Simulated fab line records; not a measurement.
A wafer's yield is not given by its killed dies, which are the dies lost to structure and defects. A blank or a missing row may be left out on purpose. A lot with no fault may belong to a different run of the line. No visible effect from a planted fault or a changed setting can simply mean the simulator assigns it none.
Which tool is to blame? | flow berkeley-cmos170 | 42 wafers from 14 lots sampled at 2 of the route's 331 steps

## WHAT EACH GAUGE READ, for each wafer
UCB170_SDANNEAL_RS_MEAS_02: a four-point-probe measurement.
lot  | measured     | on            | PSD_RS (ohm/sq)
L365 | day 6 13:40  | film-metro-03 | 75.42 75.49 75.68
L366 | day 7 03:47  | film-metro-02 | 75.65 75.22 75.72
L368 | day 7 23:02  | film-metro-02 | 76.06 75.85 75.82
L369 | day 7 23:03  | film-metro-01 | 75.41 75.27 75.66
L370 | day 8 09:05  | film-metro-01 | 75.82 75.50 75.44
L372 | day 8 15:33  | film-metro-02 | 76.07 75.86 75.96
L378 | day 10 06:10 | film-metro-01 | 75.25 75.59 75.80
L380 | day 10 06:21 | film-metro-03 | 75.44 75.71 75.67
L379 | day 10 06:50 | film-metro-02 | 76.13 76.00 75.75
L383 | day 10 10:21 | film-metro-03 | 75.21 75.50 75.45
L381 | day 10 15:21 | film-metro-03 | 76.28 76.30 76.04
L385 | day 11 02:47 | film-metro-02 | 75.80 76.17 75.87
L384 | day 11 05:15 | film-metro-02 | 75.13 75.40 75.42
L386 | day 11 05:16 | film-metro-01 | 75.64 75.88 75.75

UCB170_CONTACT_CD_MEAS_15: target cd 700 nm.
lot  | measured     | on        | cd-nm (nm)
L365 | day 6 18:48  | cd-sem-01 | 700.8 700.3 700.5
L366 | day 7 08:32  | cd-sem-02 | 698.3 700.0 698.7
L368 | day 8 04:24  | cd-sem-01 | 698.5 700.1 698.6
L369 | day 8 04:37  | cd-sem-01 | 699.6 700.3 699.6
L370 | day 8 13:38  | cd-sem-02 | 699.6 699.4 698.7
L372 | day 8 21:49  | cd-sem-01 | 699.8 700.4 700.3
L378 | day 10 10:46 | cd-sem-01 | 701.7 701.4 700.8
L380 | day 10 11:02 | cd-sem-02 | 700.6 702.0 703.1
L379 | day 10 15:03 | cd-sem-02 | 699.2 698.7 697.8
L383 | day 10 16:25 | cd-sem-01 | 699.5 700.8 700.2
L381 | day 10 20:36 | cd-sem-02 | 699.2 700.5 698.1
L385 | day 11 07:54 | cd-sem-01 | 699.3 701.3 701.5
L384 | day 11 11:56 | cd-sem-01 | 700.7 700.5 700.7
L386 | day 11 11:08 | cd-sem-01 | 700.5 700.0 698.4

## TOOL THAT RAN EACH LOT (tool first, then ch and the chambers of the sampled wafers, then the start)
No process step before these readings appears in the record.

## WHAT THE TOOLS THEMSELVES READ (means of the sampled wafers that have a number; where no wafer has one, the mark that the record gives instead)
The record holds no such reading with a usual standard deviation.

## THE ANSWER, worked out from the rows above alone
Rule: the usual values come from the lots themselves. Put in order of their means at a reading, lots are off if they are a third of the lots or fewer, leave a main group of 4 or more, and stand apart from it by a gap of 3 or more times the standard deviation of the main group's means; of several such gaps the widest counts. A main group whose means are all the same, to the digits that the tables above print for the reading, isn't used. Also off: a lot with no number at a reading for which 4 or more lots have one. The other lots that the step has rows for count as sound. The gauges are gone through in route order, then the tools' own readings, and for those a lot's mean is taken as printed above. The first step at which some lot is off is used, and at that step the reading that is off furthest; a lot without a number counts as furthest.
No lot is off at any reading shown: from this, nothing can be told.

## WHAT THE SIMULATOR HAD PUT IN
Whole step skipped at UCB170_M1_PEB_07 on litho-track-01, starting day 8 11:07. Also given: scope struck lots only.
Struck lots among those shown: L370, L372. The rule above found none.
